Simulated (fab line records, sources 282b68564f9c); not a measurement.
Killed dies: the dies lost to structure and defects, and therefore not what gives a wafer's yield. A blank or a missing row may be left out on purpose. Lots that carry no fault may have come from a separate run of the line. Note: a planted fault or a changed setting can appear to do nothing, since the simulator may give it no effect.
Commonality check across tools + flow rit cmos + 42 wafers sampled across 14 lots

== WHY THIS WAS OPENED ==
RIT_PLDD_TW_MEAS_10, reading PLDD_TW: flagged on 2 of 14 lots. Wafers without a fault read 2350, standard deviation 20.
Rule: a lot gets a flag if all its wafers with a number sit over 4 standard deviations from that mean, or if no wafer of it has a number. All remaining lots are regarded as sound.

| lot  | measured    | on            | PLDD_TW, wafer by wafer | flag    |
|------|-------------|---------------|-------------------------|---------|
| L323 | day 2 22:13 | film metro-01 | 2337 2339 2348          |         |
| L324 | day 3 02:23 | film metro-04 | 2319 2326 2319          |         |
| L325 | day 3 09:49 | film metro-02 | 2368 2361 2368          |         |
| L328 | day 3 23:14 | film metro-02 | 2374 2380 2397          |         |
| L330 | day 4 11:41 | film metro-01 | 30 30 30                | FLAGGED |
| L331 | day 4 14:14 | film metro-01 | 30 30 30                | FLAGGED |
| L339 | day 6 06:04 | film metro-04 | 2339 2332 2345          |         |
| L340 | day 6 09:51 | film metro-04 | 2338 2340 2353          |         |
| L341 | day 6 20:59 | film metro-04 | 2346 2342 2334          |         |
| L342 | day 7 02:25 | film metro-02 | 2371 2346 2366          |         |
| L343 | day 7 06:09 | film metro-02 | 2344 2352 2354          |         |
| L344 | day 7 10:16 | film metro-01 | 2344 2318 2329          |         |
| L345 | day 7 16:11 | film metro-04 | 2322 2322 2320          |         |
| L346 | day 8 00:28 | film metro-02 | 2361 2389 2387          |         |
The numbers of the flagged lots are 30 on average: -2320 against the usual, or -99 or more standard deviations.

== WHICH TOOL EACH LOT WENT THROUGH ==
The record keeps 1 process step preceding the reading, out of 202 steps on the route. Each cell gives the tool, then ch followed by the chambers the sampled wafers passed through, then the start.
| lot  | flag    | RIT_NLDD_STRIP_09                   |
|------|---------|-------------------------------------|
| L323 |         | plasma asher-01 ch 0,1, day 2 20:32 |
| L324 |         | plasma asher-02 ch 0,1, day 3 00:46 |
| L325 |         | plasma asher-02 ch 0,1, day 3 08:06 |
| L328 |         | plasma asher-04 ch 0,1, day 3 21:31 |
| L330 | FLAGGED | plasma asher-04 ch 0,1, day 4 10:05 |
| L331 | FLAGGED | plasma asher-02 ch 0,1, day 4 12:31 |
| L339 |         | plasma asher-01 ch 0,1, day 6 04:29 |
| L340 |         | plasma asher-02 ch 0,1, day 6 08:15 |
| L341 |         | plasma asher-01 ch 0,1, day 6 19:23 |
| L342 |         | plasma asher-01 ch 0,1, day 7 00:49 |
| L343 |         | plasma asher-01 ch 0,1, day 7 04:33 |
| L344 |         | plasma asher-02 ch 0,1, day 7 08:35 |
| L345 |         | plasma asher-01 ch 0,1, day 7 14:19 |
| L346 |         | plasma asher-02 ch 0,1, day 7 22:52 |
These steps, and what they do:
- RIT_NLDD_STRIP_09: strips in O2, time 180 s.
- RIT_PLDD_TW_MEAS_10

== FLAGGED AGAINST TOTAL, ONE TOOL AT A TIME (gauges that did the reading follow at the end) ==
| step                | tool            | lots run | flagged | share of the flagged lots | sound lots run after its first flagged lot |
|---------------------|-----------------|----------|---------|---------------------------|--------------------------------------------|
| RIT_NLDD_STRIP_09   | plasma asher-01 | 6        | 0       | none                      | -                                          |
| RIT_NLDD_STRIP_09   | plasma asher-02 | 6        | 1       | some                      | 3 (L340,L344,L346)                         |
| RIT_NLDD_STRIP_09   | plasma asher-04 | 2        | 1       | some                      | 0                                          |
| RIT_PLDD_TW_MEAS_10 | film metro-01   | 4        | 2       | all                       | 1 (L344)                                   |
| RIT_PLDD_TW_MEAS_10 | film metro-02   | 5        | 0       | none                      | -                                          |
| RIT_PLDD_TW_MEAS_10 | film metro-04   | 5        | 0       | none                      | -                                          |

== WHAT IS ALLOWED BY THE TABLE ==
All flagged lots share 1 row of the table, namely film metro-01 at RIT_PLDD_TW_MEAS_10.
- film metro-01 at RIT_PLDD_TW_MEAS_10: 2 of its 4 lots flagged. Lots that were sound ran on it after the first flagged one (L344); a persistent fault on the entire tool would not allow that.
No row of the table ran every flagged lot and no sound lot after the first.

== WHAT WAS PUT IN BY THE SIMULATOR ==
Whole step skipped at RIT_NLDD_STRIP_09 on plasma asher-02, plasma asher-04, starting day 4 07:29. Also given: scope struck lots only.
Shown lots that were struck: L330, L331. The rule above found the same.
